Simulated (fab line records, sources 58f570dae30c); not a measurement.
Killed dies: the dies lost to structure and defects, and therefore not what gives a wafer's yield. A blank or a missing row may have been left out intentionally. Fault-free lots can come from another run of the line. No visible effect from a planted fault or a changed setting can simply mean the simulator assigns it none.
Lot-split experiment :: flow berkeleyCmos170 :: 23 wafers read from 5 lots, route of 331 steps

ABOUT THE SPLIT
At UCB170_CONTACT_CVD_01 (deposits PSG from SiH4/O2/PH3, target thk 700 nm, time 2820 s), the setting tempC was moved away from the recipe's 450 C on 15 of the 23 wafers read, by -3.0% to +1.7%. The other wafers ran this setting at the recipe's value.

There is no step in the file separating the split from the reading.

THE READING
CONTACT_PSG_THK in nanometres, read at UCB170_CONTACT_THK_MEAS_02. Typical for fault-free wafers on this fab line: 702 nm, with standard deviation 5.5 nm.

wafer: L074.1
tool, chamber at the split: -, -
tempC as run, C: 436.6
against the recipe: -3.0%
CONTACT_PSG_THK, nm: 620
against lot-mates on the recipe: no lot-mate on the recipe

wafer: L074.2
tool, chamber at the split: -, -
tempC as run, C: 436.6
against the recipe: -3.0%
CONTACT_PSG_THK, nm: 620
against lot-mates on the recipe: no lot-mate on the recipe

wafer: L074.3
tool, chamber at the split: -, -
tempC as run, C: 436.6
against the recipe: -3.0%
CONTACT_PSG_THK, nm: 620
against lot-mates on the recipe: no lot-mate on the recipe

wafer: L074.4
tool, chamber at the split: -, -
tempC as run, C: 436.6
against the recipe: -3.0%
CONTACT_PSG_THK, nm: 614
against lot-mates on the recipe: no lot-mate on the recipe

wafer: L074.6
tool, chamber at the split: -, -
tempC as run, C: 436.6
against the recipe: -3.0%
CONTACT_PSG_THK, nm: 620
against lot-mates on the recipe: no lot-mate on the recipe

wafer: L075.4
tool, chamber at the split: lpcvd-02, 1
tempC as run, C: 450
against the recipe: recipe
CONTACT_PSG_THK, nm: 696
against lot-mates on the recipe: -

wafer: L075.5
tool, chamber at the split: lpcvd-02, 1
tempC as run, C: 450
against the recipe: recipe
CONTACT_PSG_THK, nm: 699
against lot-mates on the recipe: -

wafer: L075.6
tool, chamber at the split: lpcvd-02, 1
tempC as run, C: 450
against the recipe: recipe
CONTACT_PSG_THK, nm: 691
against lot-mates on the recipe: -

wafer: L076.1
tool, chamber at the split: -, -
tempC as run, C: 450
against the recipe: recipe
CONTACT_PSG_THK, nm: 710
against lot-mates on the recipe: -

wafer: L076.2
tool, chamber at the split: -, -
tempC as run, C: 450
against the recipe: recipe
CONTACT_PSG_THK, nm: 703
against lot-mates on the recipe: -

wafer: L076.3
tool, chamber at the split: -, -
tempC as run, C: 450
against the recipe: recipe
CONTACT_PSG_THK, nm: 702
against lot-mates on the recipe: -

wafer: L076.5
tool, chamber at the split: -, -
tempC as run, C: 450
against the recipe: recipe
CONTACT_PSG_THK, nm: 703
against lot-mates on the recipe: -

wafer: L076.6
tool, chamber at the split: -, -
tempC as run, C: 450
against the recipe: recipe
CONTACT_PSG_THK, nm: 705
against lot-mates on the recipe: -

wafer: L085.1
tool, chamber at the split: -, -
tempC as run, C: 445.3
against the recipe: -1.0%
CONTACT_PSG_THK, nm: 670
against lot-mates on the recipe: no lot-mate on the recipe

wafer: L085.2
tool, chamber at the split: -, -
tempC as run, C: 445.3
against the recipe: -1.0%
CONTACT_PSG_THK, nm: 682
against lot-mates on the recipe: no lot-mate on the recipe

wafer: L085.3
tool, chamber at the split: -, -
tempC as run, C: 445.3
against the recipe: -1.0%
CONTACT_PSG_THK, nm: 676
against lot-mates on the recipe: no lot-mate on the recipe

wafer: L085.4
tool, chamber at the split: -, -
tempC as run, C: 445.3
against the recipe: -1.0%
CONTACT_PSG_THK, nm: 678
against lot-mates on the recipe: no lot-mate on the recipe

wafer: L085.6
tool, chamber at the split: -, -
tempC as run, C: 445.3
against the recipe: -1.0%
CONTACT_PSG_THK, nm: 677
against lot-mates on the recipe: no lot-mate on the recipe

wafer: L083.1
tool, chamber at the split: -, -
tempC as run, C: 457.7
against the recipe: +1.7%
CONTACT_PSG_THK, nm: 756
against lot-mates on the recipe: no lot-mate on the recipe

wafer: L083.3
tool, chamber at the split: -, -
tempC as run, C: 457.7
against the recipe: +1.7%
CONTACT_PSG_THK, nm: 756
against lot-mates on the recipe: no lot-mate on the recipe

wafer: L083.4
tool, chamber at the split: -, -
tempC as run, C: 457.7
against the recipe: +1.7%
CONTACT_PSG_THK, nm: 756
against lot-mates on the recipe: no lot-mate on the recipe

wafer: L083.5
tool, chamber at the split: -, -
tempC as run, C: 457.7
against the recipe: +1.7%
CONTACT_PSG_THK, nm: 760
against lot-mates on the recipe: no lot-mate on the recipe

wafer: L083.6
tool, chamber at the split: -, -
tempC as run, C: 457.7
against the recipe: +1.7%
CONTACT_PSG_THK, nm: 754
against lot-mates on the recipe: no lot-mate on the recipe

THE FIT
A straight line over all 23 wafers: CONTACT_PSG_THK changes by +28.9 nm for each +1% of tempC; r = +0.99; the points scatter about the line by 4.9 nm.
Too few moved wafers with a lot-mate on the recipe to fit a line net of each lot's own level.

THE WHOLE CHAIN: every reading that the file lists as answering this split, in the file's order
step: UCB170_CONTACT_CVD_01
what it does: deposits PSG from SiH4/O2/PH3, target thk 700 nm, time 2820 s
reading: PSG_of_CONTACT_CVD_01.thkNm (the simulator's own value, which no gauge read)
change (the file's fit): +28.9 nm for each +1% of the setting
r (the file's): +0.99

step: UCB170_CONTACT_THK_MEAS_02
what it does: 
reading: CONTACT_PSG_THK
change (the file's fit): +29 for each +1% of the setting
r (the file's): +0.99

FILE'S OWN FIT
CONTACT_PSG_THK changes by +29 nm for each +1% of tempC, r = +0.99.
